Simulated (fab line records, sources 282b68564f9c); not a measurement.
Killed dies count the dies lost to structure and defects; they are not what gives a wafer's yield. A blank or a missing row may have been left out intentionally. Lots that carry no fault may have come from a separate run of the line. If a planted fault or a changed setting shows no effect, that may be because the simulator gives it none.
Which tool is to blame? ; flow rit-cmos ; 42 wafers from 14 lots sampled at 2 of the route's 202 steps

WHAT EACH GAUGE READ, for each wafer
RIT_M1_CD_MEAS_90: target cd 2600 nm.
lot;measured;on;cd-nm (nm)
L313;day 4 00:42;cd-sem-01;2601.4 2599.0 2600.5
L314;day 4 06:43;cd-sem-02;2600.4 2601.0 2599.1
L316;day 4 12:50;cd-sem-01;2600.4 2599.7 2597.8
L317;day 4 15:25;cd-sem-01;2599.7 2600.5 2598.8
L318;day 4 23:20;cd-sem-02;2600.1 2603.5 2602.2
L321;day 5 04:43;cd-sem-01;2599.2 2598.0 2598.6
L322;day 5 11:42;cd-sem-02;2589.7 2594.5 2587.1 2589.4 2594.5 2586.9
L325;day 5 23:39;cd-sem-01;2587.6 2600.0 2588.6 2587.4 2600.3 2589.5
L326;day 6 01:55;cd-sem-02;2598.4 2599.4 2601.0
L327;day 6 07:04;cd-sem-01;2601.3 2602.7 2601.1
L329;day 6 17:04;cd-sem-02;2595.5 2598.2 2599.4
L331;day 7 02:58;cd-sem-02;2602.1 2598.0 2599.3
L333;day 7 14:43;cd-sem-02;2596.8 2595.8 2597.5
L334;day 7 21:37;cd-sem-02;2600.0 2599.2 2599.2

TOOL THAT RAN EACH LOT (tool first, then ch and the chambers of the sampled wafers, then the start)
lot;RIT_M1_METAL_ETCH_12
L313;rie-metal-04 ch 0,1, day 4 00:12
L314;rie-metal-02 ch 0,1, day 4 06:11
L316;rie-metal-04 ch 0,1, day 4 12:19
L317;rie-metal-02 ch 0,1, day 4 14:54
L318;rie-metal-01 ch 0,1, day 4 22:40
L321;rie-metal-02 ch 0,1, day 5 04:13
L322;rie-metal-04 ch 0,1, day 5 11:11
L325;rie-metal-04 ch 0,1, day 5 23:06
L326;rie-metal-02 ch 0, day 6 01:25
L327;rie-metal-01 ch 0,1, day 6 06:30
L329;rie-metal-01 ch 0,1, day 6 16:32
L331;rie-metal-01 ch 0,1, day 7 02:28
L333;rie-metal-02 ch 0,1, day 7 14:10
L334;rie-metal-01 ch 0,1, day 7 21:05
- RIT_M1_METAL_ETCH_12: etches Al in Cl2/BCl3, stops on SiO2, time 165 s, target depth 600 nm.

WHAT THE TOOLS THEMSELVES READ (means of the sampled wafers that have a number; where no wafer has one, the mark that the record gives instead)
RIT_M1_METAL_ETCH_12.
lot;tool;chamber-pressure-mTorr (mTorr);drypump-motor-current-A (A);oes-product-au (a.u.);throttle-valve-pct (%)
L313;rie-metal-04;99.95;5.3;0.766;8.13
L314;rie-metal-02;99.97;5.9;0.769;8.29
L316;rie-metal-04;100.03;5.2;0.772;8.13
L317;rie-metal-02;100.11;5.9;0.769;8.30
L318;rie-metal-01;99.93;5.7;0.760;8.25
L321;rie-metal-02;99.98;6.1;0.769;8.38
L322;rie-metal-04;99.98;5.3;0.692;8.15
L325;rie-metal-04;99.97;5.3;0.697;8.15
L326;rie-metal-02;99.94;5.6;0.765;8.23
L327;rie-metal-01;99.94;5.7;0.762;8.25
L329;rie-metal-01;99.98;5.7;0.767;8.25
L331;rie-metal-01;100.04;5.7;0.755;8.24
L333;rie-metal-02;100.05;5.9;0.777;8.29
L334;rie-metal-01;100.00;5.7;0.757;8.26

THE ANSWER, worked out from the rows above alone
Rule: the lots themselves supply what counts as usual. The widest of any qualifying gaps counts: lots, ordered by their means at a reading, are off when they make up no more than a third of the lots, leave a main group of 4 or more, and stand apart from it by 3 or more times the standard deviation of that group's means. A main group is skipped when, at the precision printed for the reading in the tables above, its means are all equal. A lot without any number at a reading at which 4 lots or more have one is off too. The other lots that the step has rows for count as sound. Order of review: gauges by route order, followed by the tools' own readings, for which a lot's mean as printed above is used. The first step at which some lot is off is used, and at that step the reading that is off furthest; a lot without a number counts as furthest.
Off at RIT_M1_CD_MEAS_90 (cd-nm): L322, L325. Mean 2599.6 nm and standard deviation 1.4 in the main group.
A tool fits if, at a process step before that reading, it ran every lot that is off, and no sound lot after the first of them. The gauges at RIT_M1_CD_MEAS_90 aren't tried: what is off there is off at RIT_M1_METAL_ETCH_12 too, on other tools, and a gauge's error can't cause that. One candidate fits, namely rie-metal-04 at RIT_M1_METAL_ETCH_12. A fault onset in the window from L316 (day 4 12:19, its last sound lot) to L322 (day 5 11:11, its first lot off) fits.
The tool's own readings at RIT_M1_METAL_ETCH_12 bear it out: on the lots that are off they differ by more than 5 times the standard deviation of the sound lots' means. oes-product-au reads 0.694 a.u. there against 0.766 a.u. on the sound lots.

WHAT THE SIMULATOR HAD INSERTED
rie-metal-04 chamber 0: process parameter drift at RIT_M1_METAL_ETCH_12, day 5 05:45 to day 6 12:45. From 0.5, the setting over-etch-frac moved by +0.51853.
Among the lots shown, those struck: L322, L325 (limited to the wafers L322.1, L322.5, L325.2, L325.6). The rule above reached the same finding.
